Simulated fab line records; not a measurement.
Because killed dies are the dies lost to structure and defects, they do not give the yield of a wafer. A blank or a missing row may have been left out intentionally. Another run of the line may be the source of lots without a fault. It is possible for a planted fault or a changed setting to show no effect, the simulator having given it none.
Which tool is to blame? + flow rit cmos + Sampling: 14 lots, 42 wafers, 2 of 202 route steps

WHAT EACH GAUGE READ, for each wafer
RIT_CONTACT_THK_MEAS_01. Usual: CONTACT_TEOS_THK 400 nm, standard deviation 4.3.
| lot  | measured    | on            | CONTACT_TEOS_THK (nm) | flag |
|------|-------------|---------------|-----------------------|------|
| L333 | day 3 19:28 | film metro-01 | 399 407 403           |      |
| L334 | day 4 01:29 | film metro-03 | 392 400 405           |      |
| L336 | day 4 07:05 | film metro-03 | 400 399 402           |      |
| L337 | day 4 10:20 | film metro-02 | 393 392 402           |      |
| L338 | day 4 17:46 | film metro-02 | 395 402 401           |      |
| L339 | day 4 19:52 | film metro-01 | 399 410 402           |      |
| L342 | day 5 06:35 | film metro-03 | 395 405 400           |      |
| L343 | day 5 10:28 | film metro-02 | 399 396 407           |      |
| L345 | day 5 18:55 | film metro-03 | 398 402 399           |      |
| L348 | day 6 07:14 | film metro-03 | 401 373 405           |      |
| L351 | day 6 22:22 | film metro-03 | 394 380 402           |      |
| L353 | day 7 10:07 | film metro-01 | 394 395 401           |      |
| L355 | day 7 22:10 | film metro-01 | 394 400 403           |      |
| L356 | day 8 01:53 | film metro-01 | 394 400 402           |      |

WHAT TOOL EACH LOT RAN ON (gives the tool, then ch and the chambers of the sampled wafers, and finally the start)
| lot  | RIT_CONTACT_CVD_00             |
|------|--------------------------------|
| L333 | pecvd-04 ch 0,1,2, day 3 19:23 |
| L334 | pecvd-01 ch 0,1,2, day 4 01:25 |
| L336 | pecvd-04 ch 0,1,2, day 4 07:02 |
| L337 | pecvd-02 ch 0,1,2, day 4 10:17 |
| L338 | pecvd-01 ch 0,1, day 4 17:41   |
| L339 | pecvd-02 ch 0,2, day 4 19:49   |
| L342 | pecvd-02 ch 0,1,2, day 5 06:32 |
| L343 | pecvd-04 ch 0,1,2, day 5 10:25 |
| L345 | pecvd-02 ch 0,1,2, day 5 18:52 |
| L348 | pecvd-02 ch 0,1, day 6 07:10   |
| L351 | pecvd-02 ch 1,2, day 6 22:18   |
| L353 | pecvd-01 ch 0,2, day 7 10:04   |
| L355 | pecvd-04 ch 0,1,2, day 7 22:07 |
| L356 | pecvd-01 ch 0,2, day 8 01:50   |
- RIT_CONTACT_CVD_00: deposits SiO2 from TEOS, target thk 400 nm, time 61 s.

WHAT THE TOOLS THEMSELVES READ (means of the sampled wafers that have a number; where no wafer has one, the mark that the record gives instead)
RIT_CONTACT_CVD_00. Usual: heater power w 346 W, standard deviation 52.
| lot  | tool     | heater power w (W) | flag |
|------|----------|--------------------|------|
| L333 | pecvd-04 | 331                |      |
| L334 | pecvd-01 | 357                |      |
| L336 | pecvd-04 | 299                |      |
| L337 | pecvd-02 | 353                |      |
| L338 | pecvd-01 | 390                |      |
| L339 | pecvd-02 | 296                |      |
| L342 | pecvd-02 | 344                |      |
| L343 | pecvd-04 | 334                |      |
| L345 | pecvd-02 | 342                |      |
| L348 | pecvd-02 | 317                |      |
| L351 | pecvd-02 | 376                |      |
| L353 | pecvd-01 | 438                |      |
| L355 | pecvd-04 | 334                |      |
| L356 | pecvd-01 | 373                |      |

THE ANSWER, worked out from the rows above alone
Rule: a lot is off if the mean of its wafers that have a number lies more than 3 standard deviations from the usual mean. Also off: a lot with no number at a reading for which 4 or more lots have one. Any other lot the step has rows for is counted as sound. After the gauges, taken in route order, come the tools' own readings; for these a lot's mean is taken, as printed above. At the first step where some lot is off, the reading lying furthest off is the one used; lots without a number count as furthest.
Across all readings shown, no lot is off: no conclusion can be drawn from this.

WHAT THE SIMULATOR HAD PUT IN
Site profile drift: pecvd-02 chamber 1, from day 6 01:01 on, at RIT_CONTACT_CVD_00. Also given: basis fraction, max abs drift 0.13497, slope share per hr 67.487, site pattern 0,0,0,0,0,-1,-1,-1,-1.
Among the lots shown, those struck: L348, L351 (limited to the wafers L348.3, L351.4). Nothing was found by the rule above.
